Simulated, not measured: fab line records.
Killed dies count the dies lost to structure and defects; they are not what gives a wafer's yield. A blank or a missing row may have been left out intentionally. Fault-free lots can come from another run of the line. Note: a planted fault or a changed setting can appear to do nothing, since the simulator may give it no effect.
Which tool is to blame? | flow berkeleyCmos170 | 42 wafers from 14 lots sampled at 5 of the route's 331 steps

WHAT THE GAUGES SHOWED, per wafer
UCB170_V1_CD_MEAS_90 targets a cd of 700 nm.
lot  | measured     | on       | cdNm (nm)
L150 | day 9 04:56  | cdSem-01 | 698.3 699.2 698.4
L152 | day 9 16:38  | cdSem-02 | 698.1 700.2 698.4
L155 | day 9 18:53  | cdSem-02 | 697.5 697.2 697.1
L154 | day 9 19:05  | cdSem-01 | 696.6 696.4 698.7
L158 | day 10 17:43 | cdSem-01 | 698.8 697.1 700.5
L159 | day 10 16:29 | cdSem-02 | 704.2 703.5 704.9
L165 | day 11 07:56 | cdSem-01 | 699.5 696.5 701.0
L163 | day 11 09:34 | cdSem-01 | 697.2 699.3 698.4
L164 | day 11 09:53 | cdSem-02 | 697.2 699.9 699.0
L162 | day 11 10:33 | cdSem-01 | 704.8 704.3 703.4
L168 | day 12 08:41 | cdSem-02 | 700.1 699.0 701.9
L169 | day 12 23:03 | cdSem-01 | 698.3 698.1 699.5
L172 | day 13 08:24 | cdSem-02 | 699.5 699.3 698.0
L173 | day 14 00:42 | cdSem-01 | 700.6 701.9 700.7

UCB170_V2_CD_MEAS_90 targets a cd of 700 nm.
lot  | measured     | on       | cdNm (nm)
L150 | day 9 14:02  | cdSem-01 | 699.0 699.2 699.0
L152 | day 9 22:14  | cdSem-01 | 696.1 693.5 696.3
L155 | day 10 00:43 | cdSem-02 | 698.2 700.2 699.7
L154 | day 10 01:14 | cdSem-02 | 697.2 697.5 700.1
L158 | day 10 22:59 | cdSem-02 | 698.8 698.2 699.0
L159 | day 10 21:28 | cdSem-02 | 698.1 700.1 699.9
L165 | day 11 13:39 | cdSem-01 | 699.9 700.6 701.4
L163 | day 11 14:45 | cdSem-02 | 699.3 698.2 699.3
L164 | day 11 15:19 | cdSem-02 | 701.3 702.9 699.9
L162 | day 11 16:14 | cdSem-01 | 698.5 696.2 697.4
L168 | day 12 18:19 | cdSem-02 | 700.6 700.6 700.7
L169 | day 13 04:12 | cdSem-01 | 700.2 699.1 698.9
L172 | day 13 16:09 | cdSem-01 | 698.5 699.4 698.8
L173 | day 14 07:44 | cdSem-02 | 699.6 700.4 700.0

WHICH TOOL RAN EACH LOT (tool, then ch and the chambers of the sampled wafers, then the start)
lot  | UCB170_NVT_STRIP_08                 | UCB170_V1_ETCH_14                 | UCB170_V1_STRIP_15
L150 | plasmaAsher-03 ch 0,1, day 6 22:16  | rieDiel-04 ch 0,1,2, day 9 04:38  | plasmaAsher-04 ch 0,1, day 9 04:50
L152 | plasmaAsher-04 ch 0,1, day 7 12:21  | rieDiel-02 ch 1,2, day 9 16:21    | plasmaAsher-04 ch 0,1, day 9 16:32
L155 | plasmaAsher-02 ch 0,1, day 7 12:33  | rieDiel-01 ch 1,2,3, day 9 18:35  | plasmaAsher-04 ch 0,1, day 9 18:46
L154 | plasmaAsher-03 ch 0,1, day 7 12:48  | rieDiel-04 ch 1,2,3, day 9 18:46  | plasmaAsher-02 ch 0,1, day 9 18:56
L158 | plasmaAsher-02 ch 0,1, day 8 11:08  | rieDiel-01 ch 0,2,3, day 10 17:26 | plasmaAsher-02 ch 0,1, day 10 17:37
L159 | plasmaAsher-02 ch 0,1, day 8 21:40  | rieDiel-04 ch 0,1,3, day 10 16:11 | plasmaAsher-02 ch 0, day 10 16:22
L165 | plasmaAsher-02 ch 0,1, day 9 07:57  | rieDiel-02 ch 0,1,2, day 11 07:39 | plasmaAsher-04 ch 0,1, day 11 07:50
L163 | plasmaAsher-04 ch 1, day 9 08:00    | rieDiel-01 ch 0,1,3, day 11 09:16 | plasmaAsher-01 ch 0, day 11 09:27
L164 | plasmaAsher-03 ch 0,1, day 9 08:13  | rieDiel-02 ch 2,3, day 11 09:33   | plasmaAsher-02 ch 0,1, day 11 09:46
L162 | plasmaAsher-02 ch 0, day 9 08:28    | rieDiel-04 ch 0,1,2, day 11 10:16 | plasmaAsher-01 ch 1, day 11 10:27
L168 | plasmaAsher-04 ch 0,1, day 10 13:55 | rieDiel-01 ch 0,1,3, day 12 08:24 | plasmaAsher-02 ch 0,1, day 12 08:35
L169 | plasmaAsher-04 ch 0,1, day 11 01:42 | rieDiel-02 ch 1,2,3, day 12 22:46 | plasmaAsher-01 ch 0,1, day 12 22:57
L172 | plasmaAsher-04 ch 0,1, day 11 10:06 | rieDiel-02 ch 0,3, day 13 08:04   | plasmaAsher-04 ch 0,1, day 13 08:16
L173 | plasmaAsher-03 ch 0,1, day 11 22:59 | rieDiel-04 ch 1,3, day 14 00:24   | plasmaAsher-01 ch 0,1, day 14 00:35
- UCB170_NVT_STRIP_08: strips in O2.
- UCB170_V1_ETCH_14: etches SiO2 in CHF3/CF4/Ar, stops on Al, target depth 1250 nm, time 291 s.
- UCB170_V1_STRIP_15: strips in O2.

WHAT THE TOOLS THEMSELVES READ (means of the sampled wafers that have a number; where no wafer has one, the mark that the record gives instead)
UCB170_NVT_STRIP_08.
lot  | tool           | drypumpMotorCurrentA (A) | oesProductAu (a.u.) | stripTimeToEndpointS (s)
L150 | plasmaAsher-03 | 5.6                      | 0.738               | 21.65
L152 | plasmaAsher-04 | 6.0                      | 0.737               | 21.66
L155 | plasmaAsher-02 | 5.5                      | 0.736               | 21.70
L154 | plasmaAsher-03 | 5.7                      | 0.735               | 21.70
L158 | plasmaAsher-02 | 5.5                      | 0.737               | 21.70
L159 | plasmaAsher-02 | 5.6                      | 0.733               | 21.62
L165 | plasmaAsher-02 | 5.5                      | 0.733               | 21.64
L163 | plasmaAsher-04 | 5.9                      | 0.736               | 21.67
L164 | plasmaAsher-03 | 5.6                      | 0.735               | 21.61
L162 | plasmaAsher-02 | 5.8                      | 0.737               | 21.58
L168 | plasmaAsher-04 | 6.0                      | 0.737               | 21.76
L169 | plasmaAsher-04 | 6.0                      | 0.741               | 21.68
L172 | plasmaAsher-04 | 6.0                      | 0.740               | 21.68
L173 | plasmaAsher-03 | 5.6                      | 0.738               | 21.62

UCB170_V1_ETCH_14.
lot  | tool       | drypumpMotorCurrentA (A) | oesProductAu (a.u.) | throttleValvePct (%)
L150 | rieDiel-04 | 5.7                      | 0.878               | 7.03
L152 | rieDiel-02 | 5.3                      | 0.873               | 6.93
L155 | rieDiel-01 | 5.4                      | 0.886               | 6.96
L154 | rieDiel-04 | 5.9                      | 0.869               | 6.97
L158 | rieDiel-01 | 5.5                      | 0.877               | 6.97
L159 | rieDiel-04 | 5.7                      | 0.862               | 6.97
L165 | rieDiel-02 | 5.6                      | 0.880               | 7.00
L163 | rieDiel-01 | 5.3                      | 0.875               | 6.88
L164 | rieDiel-02 | 5.6                      | 0.867               | 6.96
L162 | rieDiel-04 | 5.7                      | 0.869               | 7.03
L168 | rieDiel-01 | 5.3                      | 0.882               | 6.89
L169 | rieDiel-02 | 5.4                      | 0.874               | 6.97
L172 | rieDiel-02 | 6.2                      | 0.878               | 7.11
L173 | rieDiel-04 | 5.9                      | 0.864               | 6.92

UCB170_V1_STRIP_15.
lot  | tool           | drypumpMotorCurrentA (A) | oesProductAu (a.u.) | stripTimeToEndpointS (s)
L150 | plasmaAsher-04 | 6.1                      | 0.722               | 15.34
L152 | plasmaAsher-04 | 6.1                      | 0.718               | 15.48
L155 | plasmaAsher-04 | 6.0                      | 0.722               | 15.41
L154 | plasmaAsher-02 | 5.6                      | 0.719               | 15.50
L158 | plasmaAsher-02 | 5.6                      | 0.722               | 15.50
L159 | plasmaAsher-02 | 5.8                      | 0.720               | 12.03
L165 | plasmaAsher-04 | 6.0                      | 0.720               | 15.42
L163 | plasmaAsher-01 | 6.0                      | 0.722               | 15.48
L164 | plasmaAsher-02 | 5.5                      | 0.722               | 15.20
L162 | plasmaAsher-01 | 5.5                      | 0.720               | 11.81
L168 | plasmaAsher-02 | 5.6                      | 0.720               | 15.38
L169 | plasmaAsher-01 | 5.8                      | 0.724               | 15.53
L172 | plasmaAsher-04 | 6.2                      | 0.718               | 15.52
L173 | plasmaAsher-01 | 5.8                      | 0.722               | 15.22

THE ANSWER, worked out from the rows above alone
Rule: the usual values come from the lots themselves. Put in order of their means at a reading, lots are off if they are a third of the lots or fewer, leave a main group of 4 or more, and stand apart from it by a gap of 3 or more times the standard deviation of the main group's means; of several such gaps the widest counts. The tables above print the reading to a certain number of digits; a main group whose means all agree to those digits is not used. A lot without any number at a reading at which 4 lots or more have one is off too. Where the step has rows for the other lots, those lots are counted as sound. First the gauges in route order, then the tools' own readings, where a lot's mean is used as printed above. The first step at which some lot is off is used, and at that step the reading that is off furthest; a lot without a number counts as furthest.
Off, at UCB170_V1_CD_MEAS_90 on cdNm: L159, L162. Main group: mean 698.8 nm, sd 1.
A tool fits if, at a process step before that reading, it ran every lot that is off, and no sound lot after the first of them. The gauges at UCB170_V1_CD_MEAS_90 aren't tried: what is off there is off at UCB170_V1_STRIP_15 too, on other tools, and a gauge's error can't cause that. Not one of the candidates tried fits.

WHAT HAD BEEN PUT IN BY THE SIMULATOR
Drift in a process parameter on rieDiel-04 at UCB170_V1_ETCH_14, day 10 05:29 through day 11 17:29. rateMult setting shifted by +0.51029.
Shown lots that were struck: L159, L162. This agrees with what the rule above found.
